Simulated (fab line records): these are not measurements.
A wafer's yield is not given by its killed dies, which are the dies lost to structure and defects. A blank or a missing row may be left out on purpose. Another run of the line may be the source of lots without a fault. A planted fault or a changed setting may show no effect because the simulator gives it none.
fab line records | flow rit_cmos
record: lots: 6 wafers: 18 last_day: 7
route steps=202 shown GATE@89 REOX@98 NLDD@103 PLDD@114 SPACER@125 SDANNEAL@155 M1@202
lots untouched by any fault: they come from a run of this same line in which no faults occurred
start_h: hours from the record's first day to the start of the lot's first wafer shown | wait_h: hours from the lot's prior step to this one | " identical to the entry in the row above | L1.1+2: a single row standing in for several wafers | - either no value or no given start | * or withheld: withheld | < > ~ a bound
route shown NAME@n: NAME is a module with steps in the file, n the number in the route of the first one | usual: mean and standard deviation over wafers with no fault | same: alike in all rows | chamber/n: place in a boat | sites: each site's reading | _std_site: standard deviation across them | _edge_site: inner sites' mean taken away from outer sites' mean | radius_mm: for every site, how far away it sits from the centre of the wafer | mask NAME#n: copy n | behind: the tool/chamber that last shaped the wafer | hold: why the lot was held/for how many hours/how that ended | device: which transistor (n, p or np) failed to switch | end of line: tests of these same wafers at the route's end | step lacking rows: just its recipe | killed: count of dies lost to structure and defects at first sort (not the wafer's yield) | map: a wafer's dies, x killed, . not, _ none there
set.NAME: setting as actually run; set.NAME@STEP: the setting as run at that earlier step | model.NAME: the simulator's own value behind a step, which no gauge read
a table for each step, a row for each wafer; lots at some steps of the route
services: a tool's chamber out of use, with start hour (start_h, from the record's first day; less than 0 if before it), hours out, and reason
== steps ==
step: RIT_GATE_EXPOSE_13
recipe: mask_id: M6 na: 0.6 source_shape: conventional sigma_outer: 0.6 target_cd_nm: 150 dose_mj: 380
step: RIT_GATE_PEB_14
recipe: resist: NOVOLAK temp_c: withheld time_s: withheld
step: RIT_GATE_DEVELOP_15
recipe: resist: NOVOLAK develop_time_s: 50 dev_temp_c: 23
step: RIT_GATE_CD_MEAS_16
recipe: target_cd_nm: 150
usual: cd_nm: 150.6/2.1
columns lot.wafer tool chamber start_h wait_h cd_nm
L535.3 cd_sem-02 - 57.71 - 148.8
L535.4 " - " " 147.9
L535.6 " - " " 149.2
L537.1 cd_sem-01 - 66.60 - 149.9
L537.3 " - " " 150.7
L537.4 " - " " 149.8
L539.1 cd_sem-02 - 76.98 - 148.3
L539.3 " - " " 152.1
L539.4 " - " " 150.5
L542.3 cd_sem-02 - 92.87 - 149.5
L542.4 " - " " 147.8
L542.5 " - " " 149.0
L552.2 cd_sem-01 - 141.73 - 150.9
L552.3 " - " " 151.4
L552.6 " - " " 151.9
L553.2 cd_sem-02 - 146.56 - 151.5
L553.4 " - " " 152.4
L553.5 " - " " 151.3
step: RIT_GATE_OVL_MEAS_17
usual: GATE_OVL: -0.9/1.2
columns lot.wafer tool chamber start_h wait_h GATE_OVL[nm]
L535.3 overlay-02 - 57.81 0.1 -1.0
L535.4 " - " " -0.1
L535.6 " - " " -1.5
L537.1 overlay-01 - 66.72 0.1 -1.3
L537.3 " - " " -0.9
L537.4 " - " " -0.8
L539.1 overlay-01 - 77.10 0.1 -0.7
L539.3 " - " " -1.8
L539.4 " - " " -1.2
L542.3 overlay-01 - 92.96 0.1 -0.7
L542.4 " - " " -1.9
L542.5 " - " " -1.9
L552.2 overlay-01 - 141.83 0.1 0.1
L552.3 " - " " -0.9
L552.6 " - " " -0.7
L553.2 overlay-01 - 146.66 0.1 -0.7
L553.4 " - " " -1.0
L553.5 " - " " -0.8
step: RIT_GATE_HARDBAKE_18
recipe: resist: NOVOLAK temp_c: 140 time_s: 60
step: RIT_GATE_ETCH_19
recipe: chemistry: SF6/CHF3/O2 time_s: 165 SF6_flow_sccm: 30 CHF3_flow_sccm: 30 O2_flow_sccm: 5 target: poly-Si pressure_mtorr: 40 rf_w: 160 target_depth_a: 3125 over_etch_frac: 0.25 stop_on: SiO2
usual: drypump_motor_current_A: 5.7/0.37 oes_product_au: 0.849/0.0098 throttle_valve_pct: 10.28/0.17
columns lot.wafer tool chamber start_h wait_h drypump_motor_current_A oes_product_au rf_hours_counter_h throttle_valve_pct
L535.3 rie_si-01 1 57.98 0.1 6.2 0.849 94 10.07
L535.4 " 3 " " 5.9 0.862 104 10.39
L535.6 " 1 " " 6.2 0.850 - 10.07
L537.1 rie_si-01 2 66.90 0.1 5.6 0.858 129 10.45
L537.3 " 3 " " 6.0 0.850 104 10.40
L537.4 " 1 " " 6.1 0.854 - 10.07
L539.1 rie_si-01 1 77.29 0.1 6.2 0.848 94 10.05
L539.3 " 0 " " 6.3 0.868 136 10.21
L539.4 " 2 " " 5.6 0.854 129 10.45
L542.3 rie_si-02 2 93.14 0.1 5.8 0.842 2 10.00
L542.4 " 1 " " 5.0 0.862 28 10.34
L542.5 " 3 " " 5.5 0.852 - 10.47
L552.2 rie_si-02 0 142.01 0.1 5.4 0.843 62 10.38
L552.3 " 3 " " 5.5 0.838 82 10.48
L552.6 " 1 " " 5.0 0.845 - 10.31
L553.2 rie_si-01 3 146.84 0.1 5.9 0.864 105 10.40
L553.4 " 2 " " 5.6 0.839 130 10.43
L553.5 " 2 " " 5.6 0.849 - 10.45
step: RIT_GATE_STRIP_20
recipe: chemistry: O2 time_s: 180 resist: NOVOLAK platen_temp_c: withheld power_w: 500 pressure_mtorr: 4000 o2_flow_sccm: 4000
usual: drypump_motor_current_A: 5.9/0.41
columns lot.wafer tool chamber start_h wait_h drypump_motor_current_A rf_hours_counter_h
L535.3 plasma_asher-04 1 58.15 0.1 6.1 -
L535.4 " 0 " " 6.3 -
L535.6 " 0 " " 6.3 -
L537.1 plasma_asher-02 0 67.01 0.1 5.2 43
L537.3 " 1 " " 5.5 -
L537.4 " 0 " " 5.2 -
L539.1 plasma_asher-04 1 77.40 0.1 6.1 46
L539.3 " 0 " " 6.2 -
L539.4 " 1 " " 6.1 -
L542.3 plasma_asher-04 0 93.30 0.1 6.3 -
L542.4 " 1 " " 6.1 -
L542.5 " 0 " " 6.3 -
L552.2 plasma_asher-04 0 142.12 0.1 6.3 54
L552.3 " 1 " " 6.1 -
L552.6 " 1 " " 6.1 -
L553.2 plasma_asher-04 0 146.95 0.1 6.3 55
L553.4 " 1 " " 6.1 -
L553.5 " 1 " " 6.1 -
step: RIT_GATE_CD_MEAS_90
recipe: target_cd_nm: 150
usual: cd_nm: 150.5/2.1
columns lot.wafer tool chamber start_h wait_h cd_nm
L535.3 cd_sem-01 - 58.30 0.1 148.6
L535.4 " - " " 149.0
L535.6 " - " " 149.4
L537.1 cd_sem-02 - 67.19 0.1 150.0
L537.3 " - " " 150.5
L537.4 " - " " 149.8
L539.1 cd_sem-01 - 77.58 0.1 148.6
L539.3 " - " " 152.6
L539.4 " - " " 150.3
L542.3 cd_sem-02 - 93.46 0.1 149.6
L542.4 " - " " 147.4
L542.5 " - " " 149.3
L552.2 cd_sem-01 - 142.31 0.1 151.0
L552.3 " - " " 151.7
L552.6 " - " " 151.9
L553.2 cd_sem-02 - 147.14 0.1 151.8
L553.4 " - " " 152.7
L553.5 " - " " 151.6
step: RIT_REOX_CLEAN_00
recipe: chemistry: SC1 mix: 3:3:50 time_s: 600 temp_c: 75
step: RIT_REOX_CLEAN_01
recipe: chemistry: dHF dilution: 50:1 time_s: 30
step: RIT_REOX_CLEAN_02
recipe: chemistry: SC2 mix: 3:3:50 time_s: 600 temp_c: 75 dry: n2_spin
step: RIT_REOX_OXIDATION_03
recipe: temp_c: 900 ambient: O2 target_thk_a: 252 ox_time_s: 5580
usual: spike_tc_centre_C: 902.5/2.1 spike_tc_load_C: 924.1/2.1 spike_tc_source_C: 923.6/1.5 tube_center_temp_C: 899.99/0.073 tube_center_temp_C_max: 902.3/0.38 zone_power_centre_pct: 42.6/0.62 zone_power_source_pct: 25.7/0.78
columns lot.wafer tool chamber start_h wait_h spike_tc_centre_C spike_tc_load_C spike_tc_source_C tube_center_temp_C tube_center_temp_C_max zone_power_centre_pct zone_power_source_pct model.SiO2_of_REOX_OXIDATION_03.thk_nm model.poly-Si_of_GATE_CVD_08.thk_nm
L535.3 furnace-02 0 59.10 0.0 904.8 923.7 925.7 900.02 902.3 41.4 26.6 25.07 232.3
L535.4 " 0 " " 905.4 922.8 924.6 899.97 902.2 41.5 26.6 25.34 232.4
L535.6 " 0 " " 904.7 924.3 926.0 900.1 902.5 42.2 26.6 25.43 232.1
L537.1 furnace-03 0 67.67 0.0 901.8 925.1 922.6 900.07 902.3 42.8 25.6 25.2 234.3
L537.3 " 0 " " 900.4 926.7 922.8 900.02 902.2 43.4 24.7 24.91 232.3
L537.4 " 0 " " 899.0 925.6 923.1 899.89 902.1 43.6 24.9 24.98 233.2
L539.1 furnace-02 0 78.50 0.4 904.6 922.5 924.0 900.05 902.4 41.9 26.9 25.33 232.6
L539.3 " 0 " " 904.2 921.8 925.1 899.94 902.3 41.7 26.7 25.29 234.2
L539.4 " 0 " " 904.6 924.4 923.0 900.09 902.5 42.1 26.7 25.25 232.9
L542.3 furnace-02 0 93.91 0.0 903.8 924.7 925.3 899.8 902.1 41.8 26.7 24.72 234.7
L542.4 " 0 " " 903.9 921.1 926.8 900.02 902.0 42.1 26.7 24.7 234.9
L542.5 " 0 " " 903.7 924.9 926.0 899.86 902.0 41.2 26.7 24.69 233.7
L552.2 furnace-03 0 143.45 0.7 865.5 889.6 889.0 864.2 866.3 41.0 23.1 16.85 233.9
L552.3 " 0 " " 864.5 889.9 887.0 864.19 866.8 41.3 23.1 16.72 232.6
L552.6 " 0 " " 865.6 890.5 887.8 864.28 866.8 40.6 23.3 16.65 234.5
L553.2 furnace-03 0 147.64 0.0 864.3 890.5 885.6 864.15 866.3 40.8 23.5 16.95 235.4
L553.4 " 0 " " 863.7 890.7 888.0 864.33 866.7 41.5 23.6 16.51 237.2
L553.5 " 0 " " 865.0 890.3 886.7 864.34 866.3 41.1 23.4 16.58 235.8
step: RIT_REOX_THK_MEAS_04
recipe: reads: SiO2_of_REOX_OXIDATION_03
usual: REOX_OXIDE_THK: 25.1/0.54
columns lot.wafer tool chamber start_h wait_h REOX_OXIDE_THK[nm]
L535.3 film_metro-01 - 61.67 0.0 25.1
L535.4 " - " " 25.3
L535.6 " - " " 25.4
L537.1 film_metro-01 - 70.22 0.0 25.2
L537.3 " - " " 24.9
L537.4 " - " " 25.0
L539.1 film_metro-01 - 81.05 0.0 25.3
L539.3 " - " " 25.3
L539.4 " - " " 25.2
L542.3 film_metro-01 - 96.48 0.0 24.7
L542.4 " - " " 24.7
L542.5 " - " " 24.7
L552.2 film_metro-03 - 146.01 0.0 16.9
L552.3 " - " " 16.7
L552.6 " - " " 16.7
L553.2 film_metro-01 - 150.20 0.0 16.9
L553.4 " - " " 16.5
L553.5 " - " " 16.6
step: RIT_NLDD_HMDS_00
recipe: prime_time_s: 60 prime_temp_c: 140
step: RIT_NLDD_COAT_01
recipe: resist: NOVOLAK spin_rpm: 3250 resist_thk_nm: 1000
step: RIT_NLDD_SOFTBAKE_02
recipe: resist: NOVOLAK temp_c: 90 time_s: 60
step: RIT_NLDD_EXPOSE_03
recipe: mask_id: M7 na: 0.57 target_cd_nm: 40700 dose_mj: 250
step: RIT_NLDD_PEB_04
recipe: resist: NOVOLAK temp_c: withheld time_s: withheld
step: RIT_NLDD_DEVELOP_05
recipe: resist: NOVOLAK develop_time_s: 50 dev_temp_c: 23
step: RIT_NLDD_OVL_MEAS_06
usual: NLDD_OVL: 0.0/1.2
columns lot.wafer tool chamber start_h wait_h NLDD_OVL[nm]
L535.3 overlay-02 - 62.70 - 0.0
L535.4 " - " " -0.5
L535.6 " - " " -0.2
L537.1 overlay-02 - 71.13 - -1.0
L537.3 " - " " -0.6
L537.4 " - " " 1.0
L539.1 overlay-02 - 82.08 - 0.1
L539.3 " - " " 1.4
L539.4 " - " " -0.1
L542.3 overlay-01 - 97.39 - -1.0
L542.4 " - " " -0.5
L542.5 " - " " -0.4
L552.2 overlay-02 - 147.13 - 0.9
L552.3 " - " " -0.4
L552.6 " - " " -0.4
L553.2 overlay-01 - 151.11 - 2.4
L553.4 " - " " 3.9
L553.5 " - " " 0.8
step: RIT_NLDD_HARDBAKE_07
recipe: resist: NOVOLAK temp_c: 140 time_s: 60
step: RIT_NLDD_IMPLANT_08
recipe: species: P energy_kev: 20 dose_cm2: 5e+14 tilt_deg: 7
step: RIT_NLDD_STRIP_09
recipe: chemistry: O2 time_s: 180 resist: NOVOLAK platen_temp_c: withheld power_w: 500 pressure_mtorr: 4000 o2_flow_sccm: 4000
usual: drypump_motor_current_A: 5.8/0.43
columns lot.wafer tool chamber start_h wait_h drypump_motor_current_A rf_hours_counter_h
L535.3 plasma_asher-02 1 63.08 0.1 5.5 -
L535.4 " 0 " " 5.2 -
L535.6 " 1 " " 5.5 -
L537.1 plasma_asher-04 1 71.47 0.1 6.1 45
L537.3 " 1 " " 6.1 -
L537.4 " 0 " " 6.2 -
L539.1 plasma_asher-03 1 82.42 0.1 5.5 32
L539.3 " 1 " " 5.5 -
L539.4 " 0 " " 6.3 -
L542.3 plasma_asher-02 1 97.77 0.1 5.4 -
L542.4 " 0 " " 5.2 -
L542.5 " 0 " " 5.2 -
L552.2 plasma_asher-04 1 147.46 0.1 6.1 55
L552.3 " 1 " " 6.1 -
L552.6 " 1 " " 6.1 -
L553.2 plasma_asher-02 0 151.44 0.1 5.2 4
L553.4 " 1 " " 5.5 -
L553.5 " 0 " " 5.2 -
step: RIT_NLDD_TW_MEAS_10
usual: NLDD_TW: 2489/10
columns lot.wafer tool chamber start_h wait_h NLDD_TW
L535.3 film_metro-04 - 63.22 0.1 2498
L535.4 " - " " 2479
L535.6 " - " " 2491
L537.1 film_metro-02 - 71.65 0.1 2475
L537.3 " - " " 2490
L537.4 " - " " 2477
L539.1 film_metro-04 - 82.59 0.1 2488
L539.3 " - " " 2484
L539.4 " - " " 2496
L542.3 film_metro-02 - 97.91 0.1 2478
L542.4 " - " " 2471
L542.5 " - " " 2459
L552.2 film_metro-03 - 147.65 0.1 2479
L552.3 " - " " 2497
L552.6 " - " " 2501
L553.2 film_metro-02 - 151.62 0.1 2515
L553.4 " - " " 2509
L553.5 " - " " 2494
step: RIT_PLDD_HMDS_00
recipe: prime_time_s: 60 prime_temp_c: 140
step: RIT_PLDD_COAT_01
recipe: resist: NOVOLAK spin_rpm: 3250 resist_thk_nm: 1000
step: RIT_PLDD_SOFTBAKE_02
recipe: resist: NOVOLAK temp_c: 90 time_s: 60
step: RIT_PLDD_EXPOSE_03
recipe: mask_id: M8 na: 0.57 target_cd_nm: 40900 dose_mj: 250
step: RIT_PLDD_PEB_04
recipe: resist: NOVOLAK temp_c: withheld time_s: withheld
step: RIT_PLDD_DEVELOP_05
recipe: resist: NOVOLAK develop_time_s: 50 dev_temp_c: 23
step: RIT_PLDD_OVL_MEAS_06
usual: PLDD_OVL: 0.0/1.3
columns lot.wafer tool chamber start_h wait_h PLDD_OVL[nm]
L535.3 overlay-02 - 64.34 - -1.2
L535.4 " - " " -0.3
L535.6 " - " " -1.1
L537.1 overlay-01 - 72.92 - 2.8
L537.3 " - " " 3.7
L537.4 " - " " 4.0
L539.1 overlay-02 - 83.67 - 1.2
L539.3 " - " " 2.3
L539.4 " - " " 1.6
L542.3 overlay-02 - 98.93 - -0.7
L542.4 " - " " -0.7
L542.5 " - " " -1.5
L552.2 overlay-02 - 148.68 - -0.9
L552.3 " - " " -0.9
L552.6 " - " " -0.6
L553.2 overlay-01 - 152.66 - -0.3
L553.4 " - " " -0.7
L553.5 " - " " -1.0
step: RIT_PLDD_HARDBAKE_07
recipe: resist: NOVOLAK temp_c: 140 time_s: 60
step: RIT_PLDD_IMPLANT_08
recipe: species: BF2 energy_kev: 20 dose_cm2: 9e+14 tilt_deg: 7
step: RIT_PLDD_STRIP_09
recipe: chemistry: O2 time_s: 180 resist: NOVOLAK platen_temp_c: withheld power_w: 500 pressure_mtorr: 4000 o2_flow_sccm: 4000
usual: drypump_motor_current_A: 6.0/0.35
columns lot.wafer tool chamber start_h wait_h drypump_motor_current_A rf_hours_counter_h
L535.3 plasma_asher-03 1 64.72 0.1 5.5 -
L535.4 " 0 " " 6.3 -
L535.6 " 0 " " 6.3 -
L537.1 plasma_asher-03 0 73.25 0.1 6.3 31
L537.3 " 0 " " 6.3 -
L537.4 " 1 " " 5.5 -
L539.1 plasma_asher-04 1 84.00 0.1 6.1 47
L539.3 " 1 " " 6.1 -
L539.4 " 0 " " 6.3 -
L542.3 plasma_asher-01 0 99.32 0.1 6.1 -
L542.4 " 1 " " 5.4 -
L542.5 " 0 " " 6.1 -
L552.2 plasma_asher-03 0 149.01 0.1 6.3 39
L552.3 " 0 " " 6.3 -
L552.6 " 1 " " 5.5 -
L553.2 plasma_asher-03 1 152.99 0.1 5.6 40
L553.4 " 1 " " 5.6 -
L553.5 " 1 " " 5.6 -
step: RIT_PLDD_TW_MEAS_10
usual: PLDD_TW: 2349/9.6
columns lot.wafer tool chamber start_h wait_h PLDD_TW
L535.3 film_metro-03 - 64.85 0.1 2377
L535.4 " - " " 2346
L535.6 " - " " 2355
L537.1 film_metro-02 - 73.43 0.1 2347
L537.3 " - " " 2348
L537.4 " - " " 2337
L539.1 film_metro-03 - 84.18 0.1 2342
L539.3 " - " " 2369
L539.4 " - " " 2340
L542.3 film_metro-02 - 99.45 0.1 2339
L542.4 " - " " 2343
L542.5 " - " " 2336
L552.2 film_metro-04 - 149.19 0.1 2349
L552.3 " - " " 2345
L552.6 " - " " 2346
L553.2 film_metro-04 - 153.17 0.1 2345
L553.4 " - " " 2358
L553.5 " - " " 2355
step: RIT_SPACER_CLEAN_00
recipe: chemistry: SC1 mix: 3:3:50 time_s: 600 temp_c: 75
columns lot.wafer tool chamber start_h wait_h model.SiO2_of_REOX_OXIDATION_03.thk_nm
L535.3 wet_bench-01 2 64.89 0.0 23.14
L535.4 " 2 " " 23.39
L535.6 " 2 " " 23.46
L537.1 wet_bench-01 0 73.49 0.1 23.23
L537.3 " 0 " " 22.96
L537.4 " 0 " " 23.03
L539.1 wet_bench-02 1 84.24 0.1 23.37
L539.3 " 1 " " 23.35
L539.4 " 1 " " 23.31
L542.3 wet_bench-01 3 99.49 0.0 22.81
L542.4 " 3 " " 22.79
L542.5 " 3 " " 22.78
L552.2 wet_bench-01 3 149.24 0.0 15.54
L552.3 " 3 " " 15.41
L552.6 " 3 " " 15.34
L553.2 wet_bench-02 1 153.22 0.0 15.64
L553.4 " 1 " " 15.23
L553.5 " 1 " " 15.3
step: RIT_SPACER_CLEAN_01
recipe: chemistry: dHF dilution: 50:1 time_s: 30
step: RIT_SPACER_CLEAN_02
recipe: chemistry: SC2 mix: 3:3:50 time_s: 600 temp_c: 75 dry: n2_spin
step: RIT_SPACER_CVD_03
recipe: material: Si3N4 target_thk_nm: 250 temp_c: 810 precursor: SiH2Cl2/NH3 time_s: 3300 pressure_mtorr: 300 sih2cl2_flow_sccm: 60 nh3_flow_sccm: 150
step: RIT_SPACER_THK_MEAS_04
recipe: reads: Si3N4_of_SPACER_CVD_03
usual: SPACER_NITRIDE_THK: 249.1/2.9
columns lot.wafer tool chamber start_h wait_h SPACER_NITRIDE_THK[nm]
L535.3 film_metro-04 - 67.20 0.0 247.4
L535.4 " - " " 248.4
L535.6 " - " " 248.2
L537.1 film_metro-02 - 75.77 0.0 250.0
L537.3 " - " " 249.4
L537.4 " - " " 248.9
L539.1 film_metro-04 - 86.52 0.0 249.2
L539.3 " - " " 250.6
L539.4 " - " " 251.1
L542.3 film_metro-04 - 101.80 0.0 248.6
L542.4 " - " " 247.8
L542.5 " - " " 247.8
L552.2 film_metro-04 - 151.54 0.0 244.6
L552.3 " - " " 244.7
L552.6 " - " " 242.9
L553.2 film_metro-02 - 155.51 0.0 251.5
L553.4 " - " " 250.4
L553.5 " - " " 251.0
step: RIT_SPACER_ETCHBACK_05
recipe: target_depth_a: 2500 SF6_flow_sccm: 30 CHF3_flow_sccm: 30 target: Si3N4 chemistry: SF6/CHF3 pressure_mtorr: 40 rf_w: 250 time_s: 240 stop_on: SiO2
usual: drypump_motor_current_A: 5.82/0.29 oes_product_au: 0.846/0.017 throttle_valve_pct: 10.18/0.12
columns lot.wafer tool chamber start_h wait_h drypump_motor_current_A oes_product_au rf_hours_counter_h throttle_valve_pct
L535.3 rie_diel-02 2 67.24 0.0 5.46 0.816 147 10.17
L535.4 " 1 " " 5.86 0.841 53 10.00
L535.6 " 0 " " 6.39 0.837 - 10.19
L537.1 rie_diel-04 1 75.83 0.1 6.09 0.847 116 10.31
L537.3 " 0 " " 5.87 0.854 121 10.29
L537.4 " 3 " " 5.80 0.868 59 10.19
L539.1 rie_diel-01 1 86.58 0.1 5.67 0.831 144 10.17
L539.3 " 0 " " 5.72 0.850 114 9.97
L539.4 " 2 " " 5.41 0.856 5 10.11
L542.3 rie_diel-01 0 101.84 0.0 5.73 0.850 114 9.95
L542.4 " 3 " " 6.37 0.822 66 10.10
L542.5 " 2 " " 5.40 0.839 - 10.14
L552.2 rie_diel-02 3 151.59 0.0 5.47 0.837 98 10.40
L552.3 " 1 " " 5.82 0.841 55 9.98
L552.6 " 3 " " 5.45 0.843 - 10.38
L553.2 rie_diel-04 3 155.56 0.0 5.79 0.879 60 10.18
L553.4 " 0 " " 5.86 0.861 123 10.31
L553.5 " 0 " " 5.86 0.852 - 10.30
step: RIT_SDANNEAL_CLEAN_02
recipe: chemistry: SC2 mix: 3:3:50 time_s: 600 temp_c: 75 dry: n2_spin
columns lot.wafer tool chamber start_h wait_h model.poly-Si_of_GATE_CVD_08.thk_nm
L535.3 wet_bench-03 2 70.77 0.0 162.1
L535.4 " 2 " " 161.2
L535.6 " 2 " " 160.6
L537.1 wet_bench-02 2 79.28 0.0 165.8
L537.3 " 2 " " 164.3
L537.4 " 2 " " 165.5
L539.1 wet_bench-02 0 90.04 0.0 164.4
L539.3 " 0 " " 163.4
L539.4 " 0 " " 161.8
L542.3 wet_bench-03 1 105.27 0.0 163.8
L542.4 " 1 " " 166.6
L542.5 " 1 " " 162.6
L552.2 wet_bench-03 2 154.77 0.0 165.8
L552.3 " 2 " " 160
L552.6 " 2 " " 166.5
L553.2+5 wet_bench-03 0 158.87 0.0 167.9
L553.4 " 0 " " 169
step: RIT_M1_PROBE_99
usual: killed_at_contacts: 0.1/0.23 killed_at_front_end: 7/3.1 killed_dies: 7/3.1 killed_open: 3.4/2.1 killed_short: 3.5/2
same: gross_dies: 264 killed_at_M0_to_M3: 0 killed_at_M4_up: 0 killed_at_back_side: 0 killed_at_other: 0
columns lot.wafer tool chamber start_h wait_h killed_at_contacts killed_at_front_end killed_dies killed_open killed_short model.etest.pmos_turned.r_on_ohm_um model.etest.pmos_0p3.r_on_ohm_um model.etest.pmos_0p15.r_on_ohm_um model.etest.pldd.rs_ohm_sq model.etest.nldd.rs_ohm_sq model.etest.nmos_0p15.r_on_ohm_um model.etest.nmos_0p3.r_on_ohm_um model.etest.nmos_turned.drive_ua_um
L535.3 prober-02 - 79.06 0.2 0 5 5 0 5 3424 6290 2751 510.6 374.9 1160 2187 328.5
L535.4 prober-02 - 79.11 0.2 0 4 4 2 2 3492 6248 2800 522.9 380 1166 2170 327.4
L535.6 prober-02 - 79.21 0.2 0 2 2 0 2 3553 6394 2878 526.6 378.7 1194 2237 320.1
L537.1 prober-02 - 88.21 0.1 0 12 12 6 6 3354 6256 2694 475.7 370.8 1118 2132 325.9
L537.3 prober-02 - 88.31 0.2 0 5 5 2 3 3272 6112 2673 460.6 365.5 1095 2103 338.2
L537.4 prober-02 - 88.36 0.2 0 8 8 5 3 3262 6078 2632 472 369.4 1089 2099 339.9
L539.1 prober-02 - 98.08 0.1 0 9 9 4 5 3402 6307 2731 507.4 386 1121 2165 312.8
L539.3 prober-02 - 98.18 0.2 0 7 7 3 4 3555 6384 2873 507.3 383.6 1204 2244 308.4
L539.4 prober-02 - 98.23 0.2 0 4 4 2 2 3508 6326 2829 505.7 384.2 1199 2239 314.2
L542.3 prober-01 - 113.03 0.2 0 6 6 4 2 3338 6158 2705 466.4 384 1184 2199 321.4
L542.4 prober-01 - 113.08 0.2 0 14 14 8 6 3256 6133 2623 463 382.5 1130 2154 322.2
L542.5 prober-01 - 113.13 0.2 0 12 12 6 6 3350 6156 2709 466.8 382.2 1191 2213 326.2
L552.2 prober-02 - 162.41 0.1 0 5 5 3 2 2792 5900 2378 291.6 260.9 1019 2081 422
L552.3 prober-02 - 162.46 0.2 1 7 8 5 3 2909 5917 2495 286 258.8 1134 2154 416.1
L552.6 prober-02 - 162.61 0.2 0 11 11 5 6 2811 5948 2394 284.8 257.6 1035 2071 418.8
L553.2 prober-01 - 166.58 0.1 0 4 4 2 2 2713 5708 2302 285.4 265.5 982.7 2039 418.9
L553.4 prober-01 - 166.68 0.2 0 6 6 4 2 2823 5891 2378 280.2 257.1 1018 2059 415.7
L553.5 prober-01 - 166.73 0.2 0 10 10 5 5 2768 5879 2348 281.6 259.1 994.7 2039 412.2
killed by level:class
L535.3 SPACER:geometric_particle:short=3 FOX1:geometric_particle:short=1 FOX2:geometric_particle:short=1
L535.4 GATE:geometric_particle:open=1 SPACER:geometric_particle:short=1 SILICIDE:geometric_particle:open=1 SILICIDE:geometric_particle:short=1
L535.6 GATE:geometric_particle:short=2
L537.1 FOX2:geometric_particle:open=2 GATE:geometric_particle:open=2 GATE:geometric_particle:short=2 FOX1:geometric_particle:short=1 FOX2:geometric_particle:short=1 SPACER:geometric_particle:short=1 SPACER:geometric_particle:open=1 SILICIDE:geometric_particle:open=1
L537.3 GATE:geometric_particle:short=2 FOX2:geometric_particle:short=1 GATE:geometric_particle:open=1 SILICIDE:geometric_particle:open=1
L537.4 GATE:geometric_particle:open=3 SILICIDE:geometric_particle:short=2 FOX1:geometric_particle:open=1 GATE:geometric_particle:short=1 SILICIDE:geometric_particle:open=1
L539.1 REOX:geometric_particle:short=3 SPACER:geometric_particle:open=2 GATE:geometric_particle:open=1 GATE:geometric_particle:short=1 SPACER:geometric_particle:short=1 SILICIDE:geometric_particle:open=1
L539.3 GATE:geometric_particle:short=3 FOX1:geometric_particle:open=1 REOX:geometric_particle:open=1 SPACER:geometric_particle:open=1 SILICIDE:geometric_particle:short=1
L539.4 SPACER:geometric_particle:short=2 GATE:geometric_particle:open=1 SPACER:geometric_particle:open=1
L542.3 FOX1:geometric_particle:open=2 GATE:geometric_particle:open=2 GATE:geometric_particle:short=1 SILICIDE:geometric_particle:short=1
L542.4 SPACER:geometric_particle:open=3 FOX1:geometric_particle:short=2 GATE:geometric_particle:open=2 REOX:geometric_particle:open=2 SPACER:geometric_particle:short=2 FOX1:geometric_particle:open=1 GATE:geometric_particle:short=1 SILICIDE:geometric_particle:short=1
L542.5 GATE:geometric_particle:short=3 FOX1:geometric_particle:open=2 FOX2:geometric_particle:short=2 GATE:geometric_particle:open=2 FOX1:geometric_particle:short=1 FOX2:geometric_particle:open=1 REOX:geometric_particle:open=1
L552.2 GATE:geometric_particle:open=2 GATE:geometric_particle:short=1 SPACER:geometric_particle:open=1 SILICIDE:geometric_particle:short=1
L552.3 SPACER:geometric_particle:short=2 GATE:geometric_particle:short=1 GATE:geometric_particle:open=1 REOX:geometric_particle:open=1 SPACER:geometric_particle:open=1 SILICIDE:geometric_particle:open=1 CONTACT:geometric_particle:open=1
L552.6 GATE:geometric_particle:short=6 GATE:geometric_particle:open=3 SPACER:geometric_particle:open=2
L553.2 GATE:geometric_particle:short=1 REOX:geometric_particle:open=1 SPACER:geometric_particle:open=1 SILICIDE:geometric_particle:short=1
L553.4 GATE:geometric_particle:open=2 GATE:geometric_particle:short=1 REOX:geometric_particle:short=1 REOX:geometric_particle:open=1 SPACER:geometric_particle:open=1
L553.5 FOX1:geometric_particle:short=2 SPACER:geometric_particle:open=2 ACTIVE:geometric_particle:short=1 FOX1:geometric_particle:open=1 REOX:geometric_particle:open=1 SPACER:geometric_particle:short=1 SILICIDE:geometric_particle:open=1 SILICIDE:geometric_particle:short=1
== services ==
columns tool chamber start_h hours kind
rie_diel-01 0 35.39 15.6 repair
plasma_asher-01 - 46.76 12.8 repair
rie_diel-02 2 48.25 9.4 repair
rie_si-01 0 60.62 14.0 repair
rie_diel-02 - 62.39 2.6 repair
plasma_asher-02 - 69.46 7.5 repair
furnace-02 - 72.28 2.9 pm
rie_diel-01 - 73.55 2.8 pm
rie_diel-04 2 81.07 4.4 repair
furnace-02 - 87.88 3.8 pm
plasma_asher-03 - 93.85 2.8 pm
rie_diel-04 - 103.65 0.6 repair
plasma_asher-02 - 108.75 9.0 pm
plasma_asher-02 0 108.75 9.0 vent_cycle
plasma_asher-02 1 108.75 9.0 vent_cycle
plasma_asher-02 0 117.75 - clean
plasma_asher-02 1 117.75 - clean
plasma_asher-01 - 120.14 15.6 pm
rie_diel-01 2 137.30 2.8 repair
plasma_asher-04 - 143.73 0.8 repair
rie_diel-02 0 144.55 7.6 repair
rie_diel-02 2 157.11 - clean
rie_diel-02 2 157.11 11.8 scheduled_down
rie_diel-02 2 157.11 11.8 vent_cycle
== key ==
first_sign: step: RIT_REOX_OXIDATION_03 reading: tube_center_temp_C direction: down sigmas: 99+ usual: * struck: *
effect: step: RIT_REOX_OXIDATION_03 reading: tube_center_temp_C_max direction: down sigmas: 93 usual: * struck: *
effect: step: RIT_REOX_THK_MEAS_04 reading: REOX_OXIDE_THK direction: down sigmas: 16 usual: 25.1 struck: 16.7
model_effect: step: RIT_REOX_OXIDATION_03 value: SiO2_of_REOX_OXIDATION_03.thk_nm without: 24.63 struck: 16.71
model_effect: step: RIT_SPACER_CLEAN_00 value: SiO2_of_REOX_OXIDATION_03.thk_nm without: 22.71 struck: 15.41
model_effect: step: RIT_SDANNEAL_CLEAN_02 value: poly-Si_of_GATE_CVD_08.thk_nm without: 162.3 struck: 166.2
model_effect: step: RIT_M1_PROBE_99 value: etest.pmos_turned.r_on_ohm_um without: 3509 struck: 2803
met_at RIT_REOX_OXIDATION_03
struck_wafers L552.2,L552.3,L552.6,L553.2,L553.4,L553.5
tester_left_out L552,L553
onset_between 67.67 143.45
fault: kind: process_parameter_drift tool: furnace-03 chamber: - onset_h: 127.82 steps: RIT_REOX_OXIDATION_03 channel: temp_c offset: * shape: step end_h: 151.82 acts_in: * stated: *
tester_left_out: of these lots the tester's yield and bins aren't shown, on N5 and GAA mostly nor the transistor test; their killed dies are dies lost to structure and defects alone, not to doping, threshold or leakage, so they don't give the yield
